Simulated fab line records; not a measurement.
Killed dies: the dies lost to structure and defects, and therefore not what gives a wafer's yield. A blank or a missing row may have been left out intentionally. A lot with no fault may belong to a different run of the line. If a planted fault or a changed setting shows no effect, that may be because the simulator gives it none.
Comparing a struck lot with a sound one + flow berkeley-cmos170 + 16 steps out of a route of 331
Sound: wafers L459.4, L459.5, L459.6. Wafers L467.2, L467.3, L467.5 were the ones struck. The cause comes at the end.
Order at every step that has rows: each side's tool, ch and its chambers, its first start. Under that, the readings that differ: sound wafers + struck wafers + difference of the means + sigmas: that difference in standard deviations of wafers without a fault.
alike: readings with means less than 2 such deviations apart, plus words and numbers identical on both sides. not compared: withheld readings, readings lacking a value on some wafer, bounds such as >300 that could conceal the same value, and numbers that have no deviation in the record and whose values overlap.
The two part at a step that has a row with sigmas, a row that says differs or no value, or rows on one side only. Numbers that don't overlap but have no deviation are shown without sigmas and don't part them. A reading missing from all wafers of one side parts the sides only when that side holds two or more wafers.

first, 1 step without rows for these wafers: UCB170_M2_SOFTBAKE_06 (time 60 s).
UCB170_M2_STRIP_07: strips in O2.
  sound on plasma-asher-01 ch 0,1, day 10 03:32; struck on plasma-asher-02 ch 0,1, day 11 07:26
  alike: drypump-motor-current-A, oes-product-au, strip-time-to-endpoint-s
  not compared: rf-hours-counter-h
then, 7 steps without rows for these wafers: UCB170_M2_STRIP_08 (strips KrF in DMSO, time 600 s); UCB170_M2_COAT_09; UCB170_M2_COAT_10 (resist thk 900 nm); UCB170_M2_SOFTBAKE_11 (time 60 s); UCB170_M2_EXPOSE_12 (exposes mask METAL2, target cd 700 nm); UCB170_M2_PEB_13; UCB170_M2_DEVELOP_14 (develop time 45 s).
UCB170_M2_CD_MEAS_15: the cd target is 700 nm.
  struck on cd-sem-02, day 11 08:34; sound on cd-sem-02, day 10 04:58
  alike: cd-nm
UCB170_M2_OVL_MEAS_16:
  struck on overlay-01, day 11 08:40; sound on overlay-02, day 10 05:03
  alike: M2_OVL
UCB170_M2_ETCH_17: etches BARC in N2/H2.
  sound on rie-diel-03 ch 0,1,2, day 10 05:05; struck on rie-diel-03 ch 1,2,3, day 11 08:42
  alike: drypump-motor-current-A, oes-product-au, throttle-valve-pct
UCB170_M2_METAL_ETCH_18: etches Al in Cl2/BCl3, stops on SiO2, target depth 1170 nm, time 195 s.
  sound on rie-metal-03 ch 0,1, day 10 05:10; struck on rie-metal-04 ch 1, day 11 08:44
| reading                             | sound             | struck            | difference | sigmas |
|-------------------------------------|-------------------|-------------------|------------|--------|
| model.KrF_of_M2_COAT_10.thk-nm (nm) | 219.3 214.1 214   | 344.3 342.9 345.7 | +128.5     |        |
| model.SiO2_of_V1_CVD_00.thk-nm (nm) | 939.1 938.4 940.7 | 950 949.4 949.3   | +10        |        |
  alike: drypump-motor-current-A, oes-product-au, throttle-valve-pct
  not compared: rf-hours-counter-h, model.M2.cd-nm
UCB170_M2_STRIP_19: strips in O2.
  sound on plasma-asher-01 ch 0,1, day 10 05:20; struck on plasma-asher-02 ch 0, day 11 08:56
| reading               | sound             | struck            | difference | sigmas |
|-----------------------|-------------------|-------------------|------------|--------|
| oes-product-au (a.u.) | 0.549 0.544 0.542 | 0.679 0.684 0.673 | +0.134     | +15    |
  alike: drypump-motor-current-A
  not compared: rf-hours-counter-h
UCB170_M2_CD_MEAS_90: the cd target is 700 nm.
  struck on cd-sem-02, day 11 09:03; sound on cd-sem-01, day 10 05:31
  alike: cd-nm
UCB170_M3_PROBE_99:
  struck on prober-02, day 11 14:36; sound on prober-01, day 10 12:31
| reading                               | sound                    | struck                        | difference | sigmas |
|---------------------------------------|--------------------------|-------------------------------|------------|--------|
| model.etest.antenna-m2.vt-shift-v (V) | -0.01439 -0.014 -0.01292 | -0.007008 -0.007231 -0.003689 | +0.007794  |        |

== WHERE THEY PART ==
Only at UCB170_M2_STRIP_19, within this record. Later steps at which nothing parts them and some readings are alike: UCB170_M2_CD_MEAS_90.

WHY: the cause the simulator had injected
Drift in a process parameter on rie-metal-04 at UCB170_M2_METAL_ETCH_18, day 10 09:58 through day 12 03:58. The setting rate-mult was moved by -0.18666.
